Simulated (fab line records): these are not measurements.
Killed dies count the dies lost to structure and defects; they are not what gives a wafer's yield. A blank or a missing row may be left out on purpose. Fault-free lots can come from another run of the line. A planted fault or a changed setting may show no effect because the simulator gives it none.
A struck lot beside a sound one / flow berkeley-cmos170 / 14 steps out of a route of 331
Sound: these wafers, L883.3, L883.4, L883.5. Struck: wafers L878.1, L878.4, L878.6. Last of all comes the cause.
Each step with rows lists, per side, the tool, then ch with its chambers, then its first start. Under that, the readings that differ: sound wafers / struck wafers / difference of the means / sigmas: that difference in standard deviations of wafers without a fault.
alike: a reading whose means differ by less than 2 such deviations, as well as words and numbers matching on both sides. not compared: withheld readings; readings where some wafer has no value; bounds like >300 that might hide an equal value; numbers whose values overlap and for which the record gives no deviation.
Wherever a step has rows on one side only, a row that says differs or no value, or a row with sigmas, the two part there. Non-overlapping numbers with no deviation appear without sigmas and do not part them. A reading missing from all wafers of one side parts the sides only when that side holds two or more wafers.

UCB170_M2_STRIP_19: strips in O2.
  sound on plasma-asher-02 ch 0,1, day 11 15:41; struck on plasma-asher-04 ch 0, day 11 03:13
reading=drypump-motor-current-A (A); sound=5.88 6.11 6.11; struck=5.33 5.32 5.35; difference=-0.70; sigmas=-2
  alike: oes-product-au
  not compared: rf-hours-counter-h
UCB170_M2_CD_MEAS_90 targets a cd of 700 nm.
  struck on cd-sem-01, day 11 03:19; sound on cd-sem-01, day 11 15:48
  alike: cd-nm
UCB170_V2_CVD_00: deposits SiO2 from TEOS/O2, target thk 2000 nm, time 250 s.
  sound on pecvd-03 ch 1,2, day 11 15:53; struck on pecvd-03 ch 0,1, day 11 03:26
  alike: heater-power-w
UCB170_V2_THK_MEAS_01:
  struck on film-metro-04, day 11 03:35; sound on film-metro-03, day 11 16:03
  alike: V2_TEOS_THK
UCB170_V2_CMP_02: polishes SiO2.
  sound on cmp-02 ch 1,2,3, day 11 16:05; struck on cmp-01 ch 1,2, day 11 03:39
  alike: motor-current-A
UCB170_V2_BOW_MEAS_03:
  struck on film-metro-02, day 11 03:57; sound on film-metro-03, day 11 16:26
  alike: V2_BOW
UCB170_V2_THK_MEAS_04:
  struck on film-metro-02, day 11 04:04; sound on film-metro-03, day 11 16:32
  alike: V2_POLISHED_THK
then, 5 steps without rows for these wafers: UCB170_V2_CLEAN_05 (cleans in DIW); UCB170_V2_HMDS_06 (prime time 60 s); UCB170_V2_COAT_07 (resist thk 888.8 nm); UCB170_V2_SOFTBAKE_08 (time 60 s); UCB170_V2_EXPOSE_09 (exposes mask VIA2, target cd 700 nm).
UCB170_V2_PEB_10:
  struck on litho-track-03, day 11 07:00; sound on litho-track-04 ch 0, day 11 19:00
  no value came back on the struck wafers for chill-plate-temp-C (C), exhaust-pa (Pa); on the sound wafers chill-plate-temp-C (C) reads 22.97 23.03 23.07
then, 1 step without rows for these wafers: UCB170_V2_DEVELOP_11 (develop time 45 s).

## WHERE THEY PART
Earliest at UCB170_M2_STRIP_19; latest, in this record, at UCB170_V2_PEB_10.

WHY: the cause the simulator had injected
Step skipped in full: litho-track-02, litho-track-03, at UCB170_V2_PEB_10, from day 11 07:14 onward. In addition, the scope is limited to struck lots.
